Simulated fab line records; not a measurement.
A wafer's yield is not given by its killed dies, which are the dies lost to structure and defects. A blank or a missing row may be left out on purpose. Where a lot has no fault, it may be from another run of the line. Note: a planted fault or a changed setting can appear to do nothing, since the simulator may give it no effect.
A sampling plan put to the test ; flow berkeley_cmos170 ; one fab line, 37 faults that these records tell of, each judged on the records of the lots that it struck
What counts as the plan is the set of the line's own looks, namely the steps on the route at which a gauge or an inspection reads a wafer and does not change it. Where struck wafers have a number at a look and the file lists that look's usual mean and standard deviation on fault-free wafers, the look can be judged. Caught: 4 or more of those standard deviations (sigma) separate the usual mean from the mean of the struck wafers at a look after the fault's first step. On the tool: the identical test, applied to the tool's own readings at the steps of the fault. Another recipe on the struck wafers, or a record that is blank for them alone, also counts as caught.

== THE FAULTS, as the simulator had put them in ==
1. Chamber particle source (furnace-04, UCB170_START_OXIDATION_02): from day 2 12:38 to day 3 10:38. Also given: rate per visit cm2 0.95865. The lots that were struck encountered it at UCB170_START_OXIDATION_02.
2. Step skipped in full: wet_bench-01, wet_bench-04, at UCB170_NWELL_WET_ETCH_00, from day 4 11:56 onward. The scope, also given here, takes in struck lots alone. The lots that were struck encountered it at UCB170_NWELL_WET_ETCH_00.
3. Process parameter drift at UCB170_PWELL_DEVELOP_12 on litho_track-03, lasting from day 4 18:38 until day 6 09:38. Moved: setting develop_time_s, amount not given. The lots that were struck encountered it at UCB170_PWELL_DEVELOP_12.
4. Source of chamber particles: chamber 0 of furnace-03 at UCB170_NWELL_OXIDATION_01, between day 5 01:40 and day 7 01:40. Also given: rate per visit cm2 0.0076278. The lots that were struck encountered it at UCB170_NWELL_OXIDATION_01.
5. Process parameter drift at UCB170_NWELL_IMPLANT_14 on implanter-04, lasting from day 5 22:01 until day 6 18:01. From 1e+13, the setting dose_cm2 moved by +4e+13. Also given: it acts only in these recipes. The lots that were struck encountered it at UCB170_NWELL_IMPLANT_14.
6. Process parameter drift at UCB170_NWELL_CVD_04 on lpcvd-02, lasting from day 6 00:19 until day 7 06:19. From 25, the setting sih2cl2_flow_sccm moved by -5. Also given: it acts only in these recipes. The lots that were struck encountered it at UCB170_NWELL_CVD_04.
7. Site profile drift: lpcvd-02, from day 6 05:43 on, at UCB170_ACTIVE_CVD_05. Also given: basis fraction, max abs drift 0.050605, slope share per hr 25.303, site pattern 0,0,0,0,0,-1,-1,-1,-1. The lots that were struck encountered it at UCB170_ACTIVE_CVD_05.
8. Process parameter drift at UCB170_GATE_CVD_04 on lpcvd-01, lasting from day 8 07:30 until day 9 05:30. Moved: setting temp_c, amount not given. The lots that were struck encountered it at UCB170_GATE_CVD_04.
9. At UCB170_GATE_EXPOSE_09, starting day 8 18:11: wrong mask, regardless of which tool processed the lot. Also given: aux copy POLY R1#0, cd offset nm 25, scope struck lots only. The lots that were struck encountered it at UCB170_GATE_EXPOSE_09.
10. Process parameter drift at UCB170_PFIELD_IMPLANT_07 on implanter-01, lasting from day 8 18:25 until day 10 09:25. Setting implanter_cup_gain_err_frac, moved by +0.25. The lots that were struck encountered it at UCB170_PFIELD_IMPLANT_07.
11. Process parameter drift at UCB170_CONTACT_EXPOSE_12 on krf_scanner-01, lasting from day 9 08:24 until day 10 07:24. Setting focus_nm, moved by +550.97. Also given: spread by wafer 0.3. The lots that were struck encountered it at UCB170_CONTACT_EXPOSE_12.
12. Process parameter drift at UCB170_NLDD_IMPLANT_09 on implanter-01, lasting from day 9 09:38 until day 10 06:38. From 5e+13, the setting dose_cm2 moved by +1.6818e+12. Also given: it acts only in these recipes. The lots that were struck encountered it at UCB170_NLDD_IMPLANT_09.
13. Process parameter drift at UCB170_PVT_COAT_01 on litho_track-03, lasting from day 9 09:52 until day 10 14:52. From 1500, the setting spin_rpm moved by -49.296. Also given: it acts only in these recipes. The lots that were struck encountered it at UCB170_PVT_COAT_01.
14. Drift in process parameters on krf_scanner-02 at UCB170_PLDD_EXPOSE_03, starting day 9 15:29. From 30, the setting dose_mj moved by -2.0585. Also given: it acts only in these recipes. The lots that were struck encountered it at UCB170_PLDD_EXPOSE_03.
15. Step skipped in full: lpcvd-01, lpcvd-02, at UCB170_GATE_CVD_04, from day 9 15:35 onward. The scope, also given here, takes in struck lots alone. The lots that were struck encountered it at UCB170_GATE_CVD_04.
16. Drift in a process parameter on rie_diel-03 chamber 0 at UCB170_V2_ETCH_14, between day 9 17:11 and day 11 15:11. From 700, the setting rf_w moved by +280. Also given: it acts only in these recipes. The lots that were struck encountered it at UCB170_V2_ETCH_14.
17. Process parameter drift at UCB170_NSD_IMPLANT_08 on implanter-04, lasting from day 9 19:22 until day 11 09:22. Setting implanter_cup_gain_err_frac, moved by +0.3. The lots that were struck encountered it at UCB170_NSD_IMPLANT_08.
18. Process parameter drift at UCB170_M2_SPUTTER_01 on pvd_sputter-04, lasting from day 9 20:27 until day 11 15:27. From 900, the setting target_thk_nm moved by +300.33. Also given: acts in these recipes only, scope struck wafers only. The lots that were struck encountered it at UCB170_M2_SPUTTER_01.
19. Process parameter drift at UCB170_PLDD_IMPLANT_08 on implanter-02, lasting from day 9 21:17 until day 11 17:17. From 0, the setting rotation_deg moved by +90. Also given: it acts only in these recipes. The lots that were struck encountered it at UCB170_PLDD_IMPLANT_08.
20. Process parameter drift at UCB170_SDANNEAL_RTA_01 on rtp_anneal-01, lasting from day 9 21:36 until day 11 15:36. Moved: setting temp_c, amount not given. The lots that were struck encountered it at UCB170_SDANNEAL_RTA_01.
21. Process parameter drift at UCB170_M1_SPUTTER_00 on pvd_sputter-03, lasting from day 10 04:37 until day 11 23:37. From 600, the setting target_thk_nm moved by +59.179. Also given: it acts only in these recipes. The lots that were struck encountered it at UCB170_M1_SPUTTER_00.
22. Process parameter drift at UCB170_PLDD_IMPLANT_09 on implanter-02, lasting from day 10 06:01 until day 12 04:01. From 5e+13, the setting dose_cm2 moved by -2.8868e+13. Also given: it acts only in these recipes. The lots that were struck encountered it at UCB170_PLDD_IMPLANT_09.
23. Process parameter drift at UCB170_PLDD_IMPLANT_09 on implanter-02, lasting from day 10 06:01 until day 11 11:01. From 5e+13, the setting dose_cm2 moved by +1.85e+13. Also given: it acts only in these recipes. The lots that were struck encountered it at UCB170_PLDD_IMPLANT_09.
24. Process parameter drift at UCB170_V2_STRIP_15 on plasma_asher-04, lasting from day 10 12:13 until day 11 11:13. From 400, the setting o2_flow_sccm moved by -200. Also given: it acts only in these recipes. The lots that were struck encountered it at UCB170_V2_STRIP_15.
25. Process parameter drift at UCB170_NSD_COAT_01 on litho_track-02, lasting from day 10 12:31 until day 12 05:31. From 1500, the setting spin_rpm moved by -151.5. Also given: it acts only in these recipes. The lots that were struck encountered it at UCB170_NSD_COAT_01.
26. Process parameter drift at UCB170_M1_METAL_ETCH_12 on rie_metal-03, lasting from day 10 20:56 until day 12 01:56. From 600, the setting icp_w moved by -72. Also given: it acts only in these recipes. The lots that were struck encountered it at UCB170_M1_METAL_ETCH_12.
27. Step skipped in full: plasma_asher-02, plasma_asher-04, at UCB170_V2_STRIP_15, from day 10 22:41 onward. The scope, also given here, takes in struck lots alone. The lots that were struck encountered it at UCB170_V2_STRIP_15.
28. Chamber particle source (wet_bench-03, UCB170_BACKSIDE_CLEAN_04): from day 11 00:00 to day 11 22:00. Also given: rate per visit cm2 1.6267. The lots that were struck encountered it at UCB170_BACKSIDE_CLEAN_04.
29. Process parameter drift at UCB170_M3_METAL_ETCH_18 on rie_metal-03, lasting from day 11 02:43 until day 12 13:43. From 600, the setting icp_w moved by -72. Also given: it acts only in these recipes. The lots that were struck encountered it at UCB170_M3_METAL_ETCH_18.
30. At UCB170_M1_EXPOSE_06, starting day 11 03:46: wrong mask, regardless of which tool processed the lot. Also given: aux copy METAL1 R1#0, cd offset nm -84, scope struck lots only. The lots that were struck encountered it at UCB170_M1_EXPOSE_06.
31. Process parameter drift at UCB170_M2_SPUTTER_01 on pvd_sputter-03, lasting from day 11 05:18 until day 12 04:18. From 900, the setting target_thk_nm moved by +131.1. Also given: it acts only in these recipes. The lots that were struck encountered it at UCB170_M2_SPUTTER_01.
32. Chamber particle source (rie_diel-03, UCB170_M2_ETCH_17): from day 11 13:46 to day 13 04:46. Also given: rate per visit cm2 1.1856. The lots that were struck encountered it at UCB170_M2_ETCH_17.
33. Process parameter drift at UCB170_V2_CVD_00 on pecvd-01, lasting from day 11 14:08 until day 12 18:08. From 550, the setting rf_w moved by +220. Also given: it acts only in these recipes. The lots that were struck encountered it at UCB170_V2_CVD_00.
34. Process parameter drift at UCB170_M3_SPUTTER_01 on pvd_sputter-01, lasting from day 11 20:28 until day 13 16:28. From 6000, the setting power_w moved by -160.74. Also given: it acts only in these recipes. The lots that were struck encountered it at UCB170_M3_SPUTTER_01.
35. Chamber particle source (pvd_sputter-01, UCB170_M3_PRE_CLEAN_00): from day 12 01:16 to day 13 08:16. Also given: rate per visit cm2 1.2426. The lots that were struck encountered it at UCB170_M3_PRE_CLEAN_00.
36. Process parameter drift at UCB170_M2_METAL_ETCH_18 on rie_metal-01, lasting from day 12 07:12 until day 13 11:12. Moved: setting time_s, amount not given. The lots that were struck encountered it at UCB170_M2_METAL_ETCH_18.
37. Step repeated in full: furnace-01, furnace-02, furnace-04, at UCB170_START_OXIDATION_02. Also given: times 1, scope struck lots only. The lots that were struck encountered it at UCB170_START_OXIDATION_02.

== WHAT THE PLAN SAW ==
fault;on the tool itself;first look that catches it;reading, sigma;median hours from its first step to that look;hours from the fault's start to the first struck lot there;judged looks passed uncaught
1;under 2 sigma;none of the 2 looks that can be judged after it;-;-;-;2
2;no reading that can be judged;no look after it can be judged;-;-;-;0
3;no reading that can be judged;UCB170_PWELL_TW_MEAS_17;PWELL_TW -99 or beyond;1.2;15;0
4;under 2 sigma;none of the 6 looks that can be judged after it;-;-;-;6
5;dose_ions_cm2 +99 or beyond sigma;UCB170_NWELL_TW_MEAS_16;NWELL_TW +99 or beyond;0.2;3;0
6;sih2cl2_flow_sccm -69 sigma;UCB170_NWELL_THK_MEAS_05;NWELL_NITRIDE_THK -4.9;1.9;5;0
7;no reading that can be judged;none of the 2 looks that can be judged after it;strongest: ACTIVE_NITRIDE_THK at UCB170_ACTIVE_THK_MEAS_06, -3.9;-;-;2
8;susceptor_temp_C -89 sigma;UCB170_GATE_THK_MEAS_05;GATE_POLY_THK -40;1.5;10;0
9;under 2 sigma;UCB170_GATE_CD_MEAS_12;cd_nm +16;0.4;0;0
10;faraday_current_uA +10 sigma;UCB170_PFIELD_TW_MEAS_09;PFIELD_TW -10;0.2;9;0
11;under 2 sigma;UCB170_CONTACT_CD_MEAS_15;cd_nm +11;1.4;10;0
12;dose_ions_cm2 +30 sigma;UCB170_SDANNEAL_RS_MEAS_05;NLDD_RS -4.4;11.8;22;0
13;spin_speed_rpm -44 sigma;not the one look that can be judged after it;-;-;-;1
14;exposure_dose_mJ_cm2 -67 sigma;UCB170_PLDD_CD_MEAS_06;cd_nm -10;0.8;1;0
15;the tool's record is blank for the struck wafers;no look after it can be judged;-;-;-;0
16;rf_fwd_power_W +99 or beyond sigma;not the one look that can be judged after it;strongest: cd_nm at UCB170_V2_CD_MEAS_90, +3.2;-;-;1
17;faraday_current_uA +14 sigma;UCB170_SDANNEAL_RS_MEAS_03;NSD_RS +58;2.4;13;1
18;under 2 sigma;UCB170_M2_RS_MEAS_02;M2_AL_RS -29;0.1;10;0
19;rotation_deg +99 or beyond sigma;no look after it can be judged;-;-;-;0
20;under 2 sigma;UCB170_SDANNEAL_RS_MEAS_02;PSD_RS +22;0.1;10;0
21;under 2 sigma;UCB170_M1_RS_MEAS_01;M1_AL_RS -7.6;0.1;10;0
22;dose_ions_cm2 -99 or beyond sigma;UCB170_PLDD_TW_MEAS_11;PLDD_TW -15;0.2;4;0
23;dose_ions_cm2 +99 or beyond sigma;UCB170_PLDD_TW_MEAS_11;PLDD_TW +7.9;0.2;4;0
24;o2_flow_sccm -99 or beyond sigma;not the one look that can be judged after it;-;-;-;1
25;spin_speed_rpm -99 or beyond sigma;not the one look that can be judged after it;strongest: cd_nm at UCB170_NSD_CD_MEAS_06, -2.5;-;-;1
26;rf_fwd_power_W -30 sigma;no look after it can be judged;-;-;-;0
27;no reading that can be judged;not the one look that can be judged after it;-;-;-;1
28;no reading that can be judged;none of the 2 looks that can be judged after it;-;-;-;2
29;rf_fwd_power_W -37 sigma;no look after it can be judged;-;-;-;0
30;no reading that can be judged;UCB170_M1_CD_MEAS_09;cd_nm -51;1.9;6;0
31;under 2 sigma;UCB170_M2_RS_MEAS_02;M2_AL_RS -14;0.2;4;0
32;under 2 sigma;not the one look that can be judged after it;-;-;-;1
33;rf_fwd_power_W +99 or beyond sigma;UCB170_V2_THK_MEAS_01;V2_TEOS_THK +8.8;0.2;8;0
34;cathode_dc_power_W -99 or beyond sigma;none of the 4 looks that can be judged after it;-;-;-;4
35;no reading that can be judged;no look after it can be judged;-;-;-;0
36;run_length_s +26 sigma;no look after it can be judged;-;-;-;0
37;under 2 sigma;UCB170_START_THK_MEAS_03;START_OXIDE_THK +24;6.2;-;0
A dash: the fault is not caught, or the number is missing from these records.

Caught at a look: 19 of 37. Caught on the tool: 20 of 37. By one or the other: 29 of 37.
Caught on the tool alone: faults 13, 15, 16, 19, 24, 25, 26, 29, 34, 36.
Caught at a look alone: faults 3, 9, 11, 18, 20, 21, 30, 31, 37.
Caught by neither: faults 1, 2, 4, 7, 27, 28, 32, 35.

== THINNER SAMPLING ==
Were the look that catches a fault to measure just every second or every third lot (counted by lot number), the first struck lot would, at worst, be measured this late:
fault;struck lots at that look, in order of time;every lot;every second lot;every third lot
3;L387, L389, L390;15 h;29 h;may miss all 3
5;L282, L285;3 h;9 h;may miss all 2
6;L939, L940, L941;5 h;5 h;15 h
8;L568, L567, L566;10 h;10 h;10 h
9;L496;0 h;may miss it;may miss it
10;L678, L677;9 h;10 h;may miss all 2
11;L291, L290;10 h;11 h;may miss all 2
12;L355, L356, L358;22 h;23 h;may miss all 3
14;L428, L429, L431;1 h;1 h;may miss all 3
17;L647, L645, L649;13 h;may miss all 3;22 h
18;L774;10 h;may miss it;may miss it
20;L605, L608;10 h;11 h;may miss all 2
21;L339, L341;10 h;may miss all 2;may miss all 2
22;L479, L480;4 h;4 h;may miss all 2
23;L898, L899;4 h;4 h;may miss all 2
30;L658;6 h;may miss it;may miss it
31;L560, L561;4 h;12 h;may miss all 2
33;L888, L885;8 h;9 h;may miss all 2
Hours count from the start of the fault until the first struck lot that is measured. The test against the limit of 4 sigma pooled every struck wafer, which means one lot taken alone may stay below that limit. Other struck lots may not be in these records.

== THE LONGEST TIMED WAY FROM STEP TO LOOK ==
Fault 12: median gap of 11.8 hours between UCB170_NLDD_IMPLANT_09 and UCB170_SDANNEAL_RS_MEAS_05. No look between them can be judged.
